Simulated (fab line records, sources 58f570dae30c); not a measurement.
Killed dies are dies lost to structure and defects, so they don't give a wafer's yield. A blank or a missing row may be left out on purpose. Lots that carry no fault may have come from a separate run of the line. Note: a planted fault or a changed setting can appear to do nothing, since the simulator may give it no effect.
fab line records -- flow berkeleyCmos170 -- part 2 of 2: steps 25 to 34 of 34
record: lots: 5, wafers: 15, lastDay: 12
route steps=331 shown PLDD@157 NLDD@158 SPACER@171 PSD@175 NSD@187
lots that met no fault: taken from a fault-free run of the same line
startH: hours from the record's first day to the start of the lot's first wafer shown -- waitH: hours since the lot's step before -- " unchanged from the row above -- L1.1+2: a single row standing in for several wafers -- - value missing, or start not given -- * or withheld: withheld -- < > ~ a bound
route shown NAME@n: a module of which the file shows steps, and the number in the route of the first -- usual: the fault-free wafers' mean and standard deviation -- same: alike in all rows -- chamber/n: place in a boat -- sites: per-site readings -- _std_site: the standard deviation of these -- _edge_site: inner sites' mean taken away from outer sites' mean -- radiusMm: how far each site lies from the wafer's centre -- mask NAME#n: copy n -- behind: the last tool/chamber to shape the wafer -- hold: what put the lot on hold/how long, in hours/how the hold closed -- device: whichever transistor did not switch (one of n, p or np) -- end of line: at the end of the route, the tests of the same wafers -- for a step that has no rows: nothing shown but its recipe -- killed: dies that structure and defects cost at the first sort, which is not the same as the wafer's yield -- map: shows each die of a wafer: x if killed, . if not, _ if none is there
set.NAME: the run value of the setting; set.NAME@STEP: its run value at that earlier step -- model.NAME: the simulator's own value behind a step, which no gauge read
lots at some steps of the route; a table a step, a row a wafer
services: the hour from which a tool's chamber was out of use, counted from the record's first day as startH (under 0 if before that day), plus the number of hours and why
== steps ==
step: UCB170_PSD_CD_MEAS_06
recipe: targetCdNm: 1200
usual: cdNm: 1200.3/1.7
lot.wafer,tool,chamber,startH,waitH,cdNm
L077.2,cdSem-02,-,183.66,-,1202.2
L077.3,cdSem-02,-,183.66,-,1201.5
L077.4,cdSem-02,-,183.66,-,1201.9
L081.1,cdSem-01,-,200.16,-,1202.5
L081.3,cdSem-01,-,200.16,-,1201.6
L081.6,cdSem-01,-,200.16,-,1202.5
L080.2,cdSem-01,-,200.36,-,1199.2
L080.5,cdSem-01,-,200.36,-,1200.5
L080.6,cdSem-01,-,200.36,-,1200.1
L083.3,cdSem-02,-,205.66,-,1199.9
L083.5,cdSem-02,-,205.66,-,1201.0
L083.6,cdSem-02,-,205.66,-,1201.2
L092.1,cdSem-02,-,249.77,-,1198.6
L092.3,cdSem-02,-,249.77,-,1198.4
L092.6,cdSem-02,-,249.77,-,1199.3
step: UCB170_PSD_OVL_MEAS_07
usual: PSD_OVL: -2/5.7
lot.wafer,tool,chamber,startH,waitH,PSD_OVL[nm]
L077.2,overlay-01,-,183.77,0.1,-2
L077.3,overlay-01,-,183.77,0.1,-8
L077.4,overlay-01,-,183.77,0.1,-2
L081.1,overlay-02,-,200.28,0.1,6
L081.3,overlay-02,-,200.28,0.1,10
L081.6,overlay-02,-,200.28,0.1,6
L080.2,overlay-02,-,200.46,0.1,-7
L080.5,overlay-02,-,200.46,0.1,-11
L080.6,overlay-02,-,200.46,0.1,-5
L083.3,overlay-01,-,205.75,0.1,-1
L083.5,overlay-01,-,205.75,0.1,-6
L083.6,overlay-01,-,205.75,0.1,1
L092.1,overlay-02,-,249.89,0.1,5
L092.3,overlay-02,-,249.89,0.1,-12
L092.6,overlay-02,-,249.89,0.1,-7
step: UCB170_PSD_IMPLANT_08
recipe: species: B, doseCm2: 2.979e+15, energyKev: 20, tiltDeg: 7
lot.wafer,tool,chamber,startH,waitH
L077.2+3+4,implanter-03,0,184.00,0.2
L081.1+3+6,implanter-03,0,200.31,0.0
L080.2+5+6,implanter-01,0,200.52,0.0
L083.3+5+6,implanter-01,0,205.83,0.1
L092.1+3+6,implanter-01,0,249.93,0.0
step: UCB170_PSD_STRIP_09
recipe: chemistry: O2, powerW: 400, pressureMtorr: 3500, platenTempC: withheld, o2FlowSccm: 400, overashFraction: 0.5
usual: drypumpMotorCurrentA: 5.98/0.26, o2FlowSccm: 400.0/1.1, oesProductAu: 0.601/0.0044, stripTimeToEndpointS: 29.30/0.06
lot.wafer,tool,chamber,startH,waitH,drypumpMotorCurrentA,o2FlowSccm,oesProductAu,rfHoursCounterH,stripTimeToEndpointS
L077.2,plasmaAsher-02,1,184.13,0.1,5.75,400.1,0.600,9,29.33
L077.3,plasmaAsher-02,1,184.13,0.1,5.77,401.6,0.599,-,29.33
L077.4,plasmaAsher-02,0,184.13,0.1,5.71,398.9,0.600,-,29.42
L081.1,plasmaAsher-04,0,200.46,0.1,6.20,401.1,0.602,46,29.32
L081.3,plasmaAsher-04,1,200.46,0.1,6.07,400.9,0.599,-,29.34
L081.6,plasmaAsher-04,1,200.46,0.1,6.08,399.1,0.598,-,29.32
L080.2,plasmaAsher-01,1,200.64,0.1,5.74,399.3,0.593,37,29.31
L080.5,plasmaAsher-01,0,200.64,0.1,6.33,402.9,0.599,-,29.28
L080.6,plasmaAsher-01,1,200.64,0.1,5.71,399.3,0.605,-,29.36
L083.3,plasmaAsher-01,0,205.96,0.1,6.36,399.8,0.598,-,29.23
L083.5,plasmaAsher-01,0,205.96,0.1,6.25,400.2,0.608,-,29.26
L083.6,plasmaAsher-01,1,205.96,0.1,5.74,398.8,0.603,-,29.29
L092.1,plasmaAsher-01,1,250.08,0.1,5.77,400.1,0.606,43,29.25
L092.3,plasmaAsher-01,0,250.08,0.1,6.29,402.5,0.600,-,29.16
L092.6,plasmaAsher-01,0,250.08,0.1,6.28,401.3,0.604,-,29.22
step: UCB170_PSD_TW_MEAS_10
usual: PSD_TW: 2333/16
lot.wafer,tool,chamber,startH,waitH,PSD_TW
L077.2,filmMetro-02,-,184.24,0.1,2358
L077.3,filmMetro-02,-,184.24,0.1,2333
L077.4,filmMetro-02,-,184.24,0.1,2343
L081.1,filmMetro-01,-,200.56,0.1,2348
L081.3,filmMetro-01,-,200.56,0.1,2344
L081.6,filmMetro-01,-,200.56,0.1,2351
L080.2,filmMetro-02,-,200.75,0.1,2332
L080.5,filmMetro-02,-,200.75,0.1,2345
L080.6,filmMetro-02,-,200.75,0.1,2341
L083.3,filmMetro-02,-,206.05,0.1,2327
L083.5,filmMetro-02,-,206.05,0.1,2338
L083.6,filmMetro-02,-,206.05,0.1,2339
L092.1,filmMetro-04,-,250.18,0.1,2305
L092.3,filmMetro-04,-,250.18,0.1,2303
L092.6,filmMetro-04,-,250.18,0.1,2309
step: UCB170_PSD_CLEAN_11
recipe: chemistry: SPM, tempC: 120, timeS: 600
usual: tempC: 119.99/0.12
lot.wafer,tool,chamber,startH,waitH,tempC
L077.2,wetBench-01,0,184.31,0.1,120.16
L077.3,wetBench-01,0,184.31,0.1,119.91
L077.4,wetBench-01,0,184.31,0.1,120.12
L080.2,wetBench-01,3,203.08,2.3,119.92
L080.5,wetBench-01,3,203.08,2.3,120.13
L080.6,wetBench-01,3,203.08,2.3,120.27
L081.1,wetBench-01,1,203.08,2.5,119.98
L081.3,wetBench-01,1,203.08,2.5,120.09
L081.6,wetBench-01,1,203.08,2.5,120.10
L083.3,wetBench-01,0,209.81,3.8,119.84
L083.5,wetBench-01,0,209.81,3.8,119.87
L083.6,wetBench-01,0,209.81,3.8,119.86
L092.1,wetBench-04,2,253.41,3.2,119.96
L092.3,wetBench-04,2,253.41,3.2,119.83
L092.6,wetBench-04,2,253.41,3.2,119.89
step: UCB170_NSD_HMDS_00
recipe: primeTimeS: 60, primeTempC: 100
usual: resistLineTempC: 22.99/0.1
lot.wafer,tool,chamber,startH,waitH,resistLineTempC
L077.2,lithoTrack-04,0,185.26,0.8,22.90
L077.3,lithoTrack-04,0,185.26,0.8,22.96
L077.4,lithoTrack-04,0,185.26,0.8,23.14
L081.1,lithoTrack-02,0,203.27,0.0,23.05
L081.3,lithoTrack-02,0,203.27,0.0,22.87
L081.6,lithoTrack-02,0,203.27,0.0,22.97
L080.2,lithoTrack-04,0,203.30,0.0,22.89
L080.5,lithoTrack-04,0,203.30,0.0,22.91
L080.6,lithoTrack-04,0,203.30,0.0,22.83
L083.3,lithoTrack-04,0,210.05,0.1,23.08
L083.5,lithoTrack-04,0,210.05,0.1,23.03
L083.6,lithoTrack-04,0,210.05,0.1,22.99
L092.1,lithoTrack-03,0,254.19,0.6,22.84
L092.3,lithoTrack-03,0,254.19,0.6,22.97
L092.6,lithoTrack-03,0,254.19,0.6,23.00
step: UCB170_NSD_COAT_01
recipe: resist: KrF, spinRpm: 1500, resistThkNm: 900
usual: resistLineTempC: 23.01/0.11
lot.wafer,tool,chamber,startH,waitH,resistLineTempC
L077.2,lithoTrack-04,0,185.41,0.1,22.95
L077.3,lithoTrack-04,0,185.41,0.1,23.04
L077.4,lithoTrack-04,0,185.41,0.1,23.12
L081.1,lithoTrack-02,0,203.42,0.1,23.09
L081.3,lithoTrack-02,0,203.42,0.1,23.07
L081.6,lithoTrack-02,0,203.42,0.1,23.31
L080.2,lithoTrack-04,0,203.45,0.1,22.92
L080.5,lithoTrack-04,0,203.45,0.1,22.90
L080.6,lithoTrack-04,0,203.45,0.1,23.06
L083.3,lithoTrack-04,0,210.20,0.1,22.91
L083.5,lithoTrack-04,0,210.20,0.1,22.91
L083.6,lithoTrack-04,0,210.20,0.1,23.00
L092.1,lithoTrack-03,0,254.34,0.1,23.03
L092.3,lithoTrack-03,0,254.34,0.1,22.80
L092.6,lithoTrack-03,0,254.34,0.1,22.82
step: UCB170_NSD_SOFTBAKE_02
recipe: resist: KrF, tempC: 130, timeS: 60
usual: resistLineTempC: 23.02/0.11
lot.wafer,tool,chamber,startH,waitH,resistLineTempC
L077.2,lithoTrack-04,0,185.56,0.1,23.01
L077.3,lithoTrack-04,0,185.56,0.1,23.05
L077.4,lithoTrack-04,0,185.56,0.1,22.94
L081.1,lithoTrack-02,0,203.57,0.1,23.10
L081.3,lithoTrack-02,0,203.57,0.1,23.04
L081.6,lithoTrack-02,0,203.57,0.1,22.99
L080.2,lithoTrack-04,0,203.60,0.1,22.94
L080.5,lithoTrack-04,0,203.60,0.1,22.98
L080.6,lithoTrack-04,0,203.60,0.1,23.18
L083.3,lithoTrack-04,0,210.35,0.1,22.87
L083.5,lithoTrack-04,0,210.35,0.1,22.94
L083.6,lithoTrack-04,0,210.35,0.1,22.96
L092.1,lithoTrack-03,0,254.49,0.1,22.97
L092.3,lithoTrack-03,0,254.49,0.1,23.01
L092.6,lithoTrack-03,0,254.49,0.1,23.16
step: UCB170_NSD_EXPOSE_03
recipe: maskId: NSELECT_MOD, na: 0.5, sigmaOuter: 0.6, sourceShape: conventional, targetCdNm: 1200, doseMj: 30
usual: focusOffsetNm: 0.0/0.53
lot.wafer,tool,chamber,startH,waitH,mask,focusOffsetNm
L077.2,krfScanner-02,0,185.83,0.2,NSELECT_MOD#0,-0.1
L077.3,krfScanner-02,0,185.83,0.2,NSELECT_MOD#0,0.2
L077.4,krfScanner-02,0,185.83,0.2,NSELECT_MOD#0,0.1
L081.1,krfScanner-01,0,203.95,0.4,NSELECT_MOD#0,0.2
L081.3,krfScanner-01,0,203.95,0.4,NSELECT_MOD#0,-0.5
L081.6,krfScanner-01,0,203.95,0.4,NSELECT_MOD#0,1.0
L080.2,krfScanner-02,0,204.24,0.6,NSELECT_MOD#0,-0.5
L080.5,krfScanner-02,0,204.24,0.6,NSELECT_MOD#0,-0.1
L080.6,krfScanner-02,0,204.24,0.6,NSELECT_MOD#0,0.5
L083.3,krfScanner-01,0,210.61,0.2,NSELECT_MOD#0,-0.2
L083.5,krfScanner-01,0,210.61,0.2,NSELECT_MOD#0,-0.2
L083.6,krfScanner-01,0,210.61,0.2,NSELECT_MOD#0,-0.3
L092.1,krfScanner-02,0,254.90,0.4,NSELECT_MOD#0,1.0
L092.3,krfScanner-02,0,254.90,0.4,NSELECT_MOD#0,0.2
L092.6,krfScanner-02,0,254.90,0.4,NSELECT_MOD#0,-0.1
== services ==
tool,chamber,startH,hours,kind
rieDiel-02,2,153.76,2.3,repair
wetBench-01,-,158.58,1.9,pm
krfScanner-02,-,170.67,1.3,pm
implanter-01,-,183.65,1.3,repair
implanter-03,-,186.04,6.5,repair
rieDiel-02,-,194.46,0.4,repair
plasmaAsher-02,-,197.48,2.8,pm
krfScanner-02,0,200.48,-,calibration
krfScanner-02,-,204.70,4.4,pm
krfScanner-02,-,212.10,0.9,repair
implanter-01,-,217.69,2.0,repair
krfScanner-02,-,219.28,0.8,pm
krfScanner-02,-,220.03,4.0,pm
krfScanner-02,-,225.03,2.6,repair
pecvd-03,-,226.67,0.7,repair
furnace-01,-,230.08,2.5,pm
pecvd-03,0,237.25,4.2,repair
pecvd-02,-,240.14,0.7,repair
pecvd-03,-,242.50,14.0,pm
plasmaAsher-04,-,244.26,7.3,repair
krfScanner-02,-,247.25,1.2,repair
rieDiel-02,0,252.33,-,clean
rieDiel-02,0,252.33,33.0,scheduledDown
rieDiel-02,0,252.33,33.0,ventCycle
